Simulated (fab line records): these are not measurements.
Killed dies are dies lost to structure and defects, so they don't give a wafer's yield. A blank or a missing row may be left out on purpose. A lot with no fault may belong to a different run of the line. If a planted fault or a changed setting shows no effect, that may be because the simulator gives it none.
Code-filled problem report in 8D (eight disciplines) form / flow berkeley_cmos170 / the parts of the form that need people (team, actions taken, sign-off) are left out

## 1. THE PROBLEM
Across 6 wafers from 2 lots, PSD_RS at UCB170_SDANNEAL_RS_MEAS_02 averages 84.0 ohm/sq, while fault-free wafers read 75.6 ohm/sq with a standard deviation of 0.34. Measured from the usual mean, that is +25 standard deviations.
The step: measures by four-point-probe.
First observed at day 9 09:45: wafer L691.1, on film_metro-02. Wafers with a number at this step in the record: 42, from 14 lots. The rule behind "out" and "out of limits": a value lying over 4 standard deviations away from the usual mean. The rest of the wafers with a number are treated as sound.

## 2. WHAT IT IS, WHAT IT ISN'T
question=which readings at this step | is=PSD_RS | is not=-
question=which lots | is=L689, L691 | is not=L683, L684, L685, L688, L698, L700, L701, L702, L703, L704, L705, L706
question=which wafers of those lots | is=all that have a number | is not=-
question=read on which gauges | is=film_metro-02, film_metro-03 | is not=film_metro-04
question=when | is=from day 9 09:45 | is not=up to then (12 sound wafers); but 24 sound wafers of L698, L700, L701, L702, L703, L704, L705, L706 came after

## 3. WHAT RULES OUT EACH SUSPECT
Counting: any tool at a process step up to the reading is kept as a suspect provided that every lot that is out went through it and no sound lot did after the first of them.
- the gauge at UCB170_SDANNEAL_RS_MEAS_02: ruled out. 2 gauges (film_metro-02, film_metro-03) read the wafers that are out.
- plasma_asher-02 at UCB170_GATE_STRIP_16 (strips in O2): ruled out as a lasting fault. After its first lot that is out, L691 (day 8 17:13), sound lots L698 ran on it.
- rtp_anneal-02 at UCB170_SDANNEAL_RTA_01 (time 5 s): ruled out as a lasting fault. After its first lot that is out, L691 (day 9 09:41), sound lots L702, L704, L706, L705 ran on it.
Left after counting: nothing in the record.

## 4. THE CAUSE (what the simulator had put in)
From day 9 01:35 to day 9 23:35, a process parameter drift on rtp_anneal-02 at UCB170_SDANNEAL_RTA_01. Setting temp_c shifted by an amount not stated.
Counting ruled it out, wrongly: the rule takes a fault to strike every lot that its tool runs from its start on, and this one did not.

## 5. SEQUENCE OF EFFECTS, ordered by route
One row per reading whose mean, taken over the struck wafers that have a number, lies over 3 standard deviations from the usual. Only readings for which the record gives a usual standard deviation are gone through. hours: the time from each lot's start at the first step in this table that gives one to its start at this step, as a median over the lots. sigmas: the change in usual standard deviations.
hours=0; step=UCB170_SDANNEAL_RS_MEAS_02; reading=PSD_RS; usual=75.6 ohm/sq; on struck wafers=84.0; change=+8.4; sigmas=+25
hours=0; step=UCB170_SDANNEAL_RS_MEAS_03; reading=NSD_RS; usual=37.66 ohm/sq; on struck wafers=38.83; change=+1.17; sigmas=+13
hours=0; step=UCB170_SDANNEAL_RS_MEAS_04; reading=PLDD_RS; usual=1031.9 ohm/sq; on struck wafers=1042.2; change=+10.3; sigmas=+3.5

## 6. HOW IT WOULD HAVE BEEN CAUGHT EARLIER
8 hours passed between the start of the fault at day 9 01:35 and the first reading out of limits at a measuring or inspecting step in this record, taken at day 9 09:45.
Tool readings at UCB170_SDANNEAL_RTA_01 with a usual standard deviation given in the record: none out on any struck wafer, hence no alarm at a limit of 4 standard deviations on them.
